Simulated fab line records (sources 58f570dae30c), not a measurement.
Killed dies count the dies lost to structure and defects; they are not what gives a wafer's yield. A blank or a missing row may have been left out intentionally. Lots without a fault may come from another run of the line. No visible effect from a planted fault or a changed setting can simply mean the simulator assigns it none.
A single fault, viewed from 2 desks :: flow berkeley-cmos170 :: numbers are kept per desk, each desk with only its own; the story behind them comes last

## THE METROLOGY DESK
Lot by lot, what the gauges showed, no matter which tool ran the lot: averages of those sampled wafers that carry a number. A lot is out of limits, marked OUT, if its mean lies more than 4 standard deviations from the usual mean; the brackets give that distance.
Columns: A = PWELL_OVL at UCB170_PWELL_OVL_MEAS_13, usual -2 nm
lot: L197
first seen here: day 3 19:33
A: 1

lot: L196
first seen here: day 3 19:34
A: -7

lot: L198
first seen here: day 3 23:43
A: -3

lot: L199
first seen here: day 4 12:05
A: -7

lot: L200
first seen here: day 4 15:22
A: -3

lot: L202
first seen here: day 4 22:05
A: 4

lot: L203
first seen here: day 4 23:05
A: 9

lot: L204
first seen here: day 5 05:52
A: -4

lot: L205
first seen here: day 5 15:44
A: -3

lot: L208
first seen here: day 6 02:55
A: -5

lot: L207
first seen here: day 6 03:12
A: 4

lot: L213
first seen here: day 7 04:31
A: -2

lot: L215
first seen here: day 7 18:04
A: -5

lot: L216
first seen here: day 7 20:53
A: -2
This desk's finding: nothing out of limits on any of the 14 lots.

## FOR THE TOOL OWNER'S DESK: furnace-01
The tool's own readings at UCB170_FIELD_OXIDATION_01 (target thk 558.3 nm, ox time 7200 s): means of the sampled wafers that have a number, for each lot that ran on this tool. A lot is out of limits, marked OUT, if its mean lies more than 4 standard deviations from the usual mean; the brackets give that distance.
Columns: A = spike-tc-centre-C at UCB170_FIELD_OXIDATION_01, usual 1001.8 C; B = spike-tc-load-C at UCB170_FIELD_OXIDATION_01, usual 1024.4 C; C = spike-tc-source-C at UCB170_FIELD_OXIDATION_01, usual 1023.2 C; D = tube-center-temp-C at UCB170_FIELD_OXIDATION_01, usual 999.99 C; E = tube_center_temp_C_max at UCB170_FIELD_OXIDATION_01, usual 1002.6
lot: L196
first seen here: day 5 08:22
A: 1003.6
B: 1025.5
C: 1023.6
D: 999.99
E: 1002.6

lot: L197
first seen here: day 5 08:22
A: 1003.5
B: 1025.8
C: 1023.7
D: 999.97
E: 1002.7

lot: L198
first seen here: day 5 08:22
A: 1001.5
B: 1025.8
C: 1024.6
D: 999.94
E: 1002.4

lot: L202
first seen here: day 6 08:08
A: 1002.6
B: 1025.2
C: 1023.2
D: 1000.03
E: 1002.3

lot: L203
first seen here: day 6 08:08
A: 1002.3
B: 1025.1
C: 1022.5
D: 999.99
E: 1002.9

lot: L204
first seen here: day 6 08:08
A: 1002.2
B: 1024.5
C: 1022.7
D: 1000.07
E: 1002.3

lot: L207
first seen here: day 7 10:39
A: 1010.9 (+6.5) OUT
B: 1033.1
C: 1031.3
D: 1008.07 (+98) OUT
E: 1010.3 (+17) OUT

lot: L208
first seen here: day 7 10:39
A: 1011.1 (+6.7) OUT
B: 1034.1 (+4.0) OUT
C: 1030.5
D: 1008.03 (+98) OUT
E: 1010.7 (+18) OUT
Finding of this desk: L207, L208 out of limits; the first was L207 at day 7 10:39, on spike-tc-centre-C at UCB170_FIELD_OXIDATION_01. In limits: L196, L197, L198, L202, L203, L204.

## BROUGHT TOGETHER
The tool owner's desk could have raised an alarm at day 7 10:39, on L207, L208.
Metrology desk: nothing out of limits seen.
The metrology desk holds a record of L207, L208, inside its limits.
All the named lots went through UCB170_FIELD_OXIDATION_01 on furnace-01.

## WHAT WAS PUT IN BY THE SIMULATOR
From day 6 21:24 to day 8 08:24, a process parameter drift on furnace-01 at UCB170_FIELD_OXIDATION_01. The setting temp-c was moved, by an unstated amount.
Shown lots that were struck: L207, L208.
Each desk's first reading out of limits, in hours after the fault started: the tool owner's desk, 13.
